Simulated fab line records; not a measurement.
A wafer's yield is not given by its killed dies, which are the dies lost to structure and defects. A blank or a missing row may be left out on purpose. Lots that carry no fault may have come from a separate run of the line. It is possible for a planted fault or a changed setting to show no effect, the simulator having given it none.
Split-lot experiment / flow rit_cmos / 5 lots, 23 wafers read, on a route of 202 steps

THE SPLIT ITSELF
At RIT_SPACER_CVD_03 (deposits Si3N4 from SiH2Cl2/NH3, target thk 250 nm, time 3300 s), the setting sih2cl2_flow_sccm was moved away from the recipe's 60 sccm on 15 of the 23 wafers read, by -10.4% to +13.5%. For the rest of the wafers, this setting stayed at what the recipe calls for.

The file shows no step between the split and the reading.

THE READING
Values of SPACER_NITRIDE_THK in nm from RIT_SPACER_THK_MEAS_04. A value of 249.5 nm with a standard deviation of 2.9 nm is what fault-free wafers of this fab line usually give.

wafer=L075.2; tool, chamber at the split=-, -; sih2cl2_flow_sccm as run, sccm=68.11; against the recipe=+13.5%; SPACER_NITRIDE_THK, nm=262.4; against lot-mates on the recipe=no lot-mate on the recipe
wafer=L075.3; tool, chamber at the split=-, -; sih2cl2_flow_sccm as run, sccm=68.11; against the recipe=+13.5%; SPACER_NITRIDE_THK, nm=264.6; against lot-mates on the recipe=no lot-mate on the recipe
wafer=L075.4; tool, chamber at the split=-, -; sih2cl2_flow_sccm as run, sccm=68.11; against the recipe=+13.5%; SPACER_NITRIDE_THK, nm=263.9; against lot-mates on the recipe=no lot-mate on the recipe
wafer=L075.5; tool, chamber at the split=-, -; sih2cl2_flow_sccm as run, sccm=68.11; against the recipe=+13.5%; SPACER_NITRIDE_THK, nm=263.6; against lot-mates on the recipe=no lot-mate on the recipe
wafer=L075.6; tool, chamber at the split=-, -; sih2cl2_flow_sccm as run, sccm=68.11; against the recipe=+13.5%; SPACER_NITRIDE_THK, nm=263.1; against lot-mates on the recipe=no lot-mate on the recipe
wafer=L076.1; tool, chamber at the split=-, -; sih2cl2_flow_sccm as run, sccm=62.87; against the recipe=+4.8%; SPACER_NITRIDE_THK, nm=255.5; against lot-mates on the recipe=no lot-mate on the recipe
wafer=L076.2; tool, chamber at the split=-, -; sih2cl2_flow_sccm as run, sccm=62.87; against the recipe=+4.8%; SPACER_NITRIDE_THK, nm=254.3; against lot-mates on the recipe=no lot-mate on the recipe
wafer=L076.3; tool, chamber at the split=-, -; sih2cl2_flow_sccm as run, sccm=62.87; against the recipe=+4.8%; SPACER_NITRIDE_THK, nm=253.6; against lot-mates on the recipe=no lot-mate on the recipe
wafer=L076.5; tool, chamber at the split=-, -; sih2cl2_flow_sccm as run, sccm=62.87; against the recipe=+4.8%; SPACER_NITRIDE_THK, nm=254.8; against lot-mates on the recipe=no lot-mate on the recipe
wafer=L076.6; tool, chamber at the split=-, -; sih2cl2_flow_sccm as run, sccm=62.87; against the recipe=+4.8%; SPACER_NITRIDE_THK, nm=252.9; against lot-mates on the recipe=no lot-mate on the recipe
wafer=L078.1; tool, chamber at the split=-, -; sih2cl2_flow_sccm as run, sccm=53.76; against the recipe=-10.4%; SPACER_NITRIDE_THK, nm=238.9; against lot-mates on the recipe=no lot-mate on the recipe
wafer=L078.2; tool, chamber at the split=-, -; sih2cl2_flow_sccm as run, sccm=53.76; against the recipe=-10.4%; SPACER_NITRIDE_THK, nm=239.7; against lot-mates on the recipe=no lot-mate on the recipe
wafer=L078.3; tool, chamber at the split=-, -; sih2cl2_flow_sccm as run, sccm=53.76; against the recipe=-10.4%; SPACER_NITRIDE_THK, nm=239.8; against lot-mates on the recipe=no lot-mate on the recipe
wafer=L078.5; tool, chamber at the split=-, -; sih2cl2_flow_sccm as run, sccm=53.76; against the recipe=-10.4%; SPACER_NITRIDE_THK, nm=237.5; against lot-mates on the recipe=no lot-mate on the recipe
wafer=L078.6; tool, chamber at the split=-, -; sih2cl2_flow_sccm as run, sccm=53.76; against the recipe=-10.4%; SPACER_NITRIDE_THK, nm=236.6; against lot-mates on the recipe=no lot-mate on the recipe
wafer=L083.3; tool, chamber at the split=lpcvd-02, 0; sih2cl2_flow_sccm as run, sccm=60; against the recipe=recipe; SPACER_NITRIDE_THK, nm=253.7; against lot-mates on the recipe=-
wafer=L083.4; tool, chamber at the split=lpcvd-02, 0; sih2cl2_flow_sccm as run, sccm=60; against the recipe=recipe; SPACER_NITRIDE_THK, nm=251.7; against lot-mates on the recipe=-
wafer=L083.5; tool, chamber at the split=lpcvd-02, 0; sih2cl2_flow_sccm as run, sccm=60; against the recipe=recipe; SPACER_NITRIDE_THK, nm=254.0; against lot-mates on the recipe=-
wafer=L085.1; tool, chamber at the split=-, -; sih2cl2_flow_sccm as run, sccm=60; against the recipe=recipe; SPACER_NITRIDE_THK, nm=243.7; against lot-mates on the recipe=-
wafer=L085.2; tool, chamber at the split=-, -; sih2cl2_flow_sccm as run, sccm=60; against the recipe=recipe; SPACER_NITRIDE_THK, nm=246.2; against lot-mates on the recipe=-
wafer=L085.3; tool, chamber at the split=-, -; sih2cl2_flow_sccm as run, sccm=60; against the recipe=recipe; SPACER_NITRIDE_THK, nm=245.1; against lot-mates on the recipe=-
wafer=L085.4; tool, chamber at the split=-, -; sih2cl2_flow_sccm as run, sccm=60; against the recipe=recipe; SPACER_NITRIDE_THK, nm=245.2; against lot-mates on the recipe=-
wafer=L085.6; tool, chamber at the split=-, -; sih2cl2_flow_sccm as run, sccm=60; against the recipe=recipe; SPACER_NITRIDE_THK, nm=245.6; against lot-mates on the recipe=-

FIT RESULTS
A straight line over all 23 wafers: SPACER_NITRIDE_THK changes by +1.06 nm for each +1% of sih2cl2_flow_sccm; r = +0.96; the points scatter about the line by 2.7 nm.
Too few moved wafers have a lot-mate on the recipe to fit a line with each lot's own level taken away.

THE WHOLE CHAIN: every reading that the file lists as answering this split, in the file's order
step=RIT_SPACER_CVD_03; what it does=deposits Si3N4 from SiH2Cl2/NH3, target thk 250 nm, time 3300 s; reading=Si3N4_of_SPACER_CVD_03.thk_nm (the simulator's own value, which no gauge read); change (the file's fit)=+1.05 nm for each +1% of the setting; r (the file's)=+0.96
step=RIT_SPACER_THK_MEAS_04; what it does=; reading=SPACER_NITRIDE_THK; change (the file's fit)=+1.06 for each +1% of the setting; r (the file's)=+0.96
step=RIT_SPACER_ETCHBACK_05; what it does=etches Si3N4 in SF6/CHF3, stops on SiO2, target depth 250 nm, time 240 s; reading=etch.depth_nm (the simulator's own value, which no gauge read); change (the file's fit)=+1.05 nm for each +1% of the setting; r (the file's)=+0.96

FILE'S OWN FIT
SPACER_NITRIDE_THK changes by +1.06 nm for each +1% of sih2cl2_flow_sccm, r = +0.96.
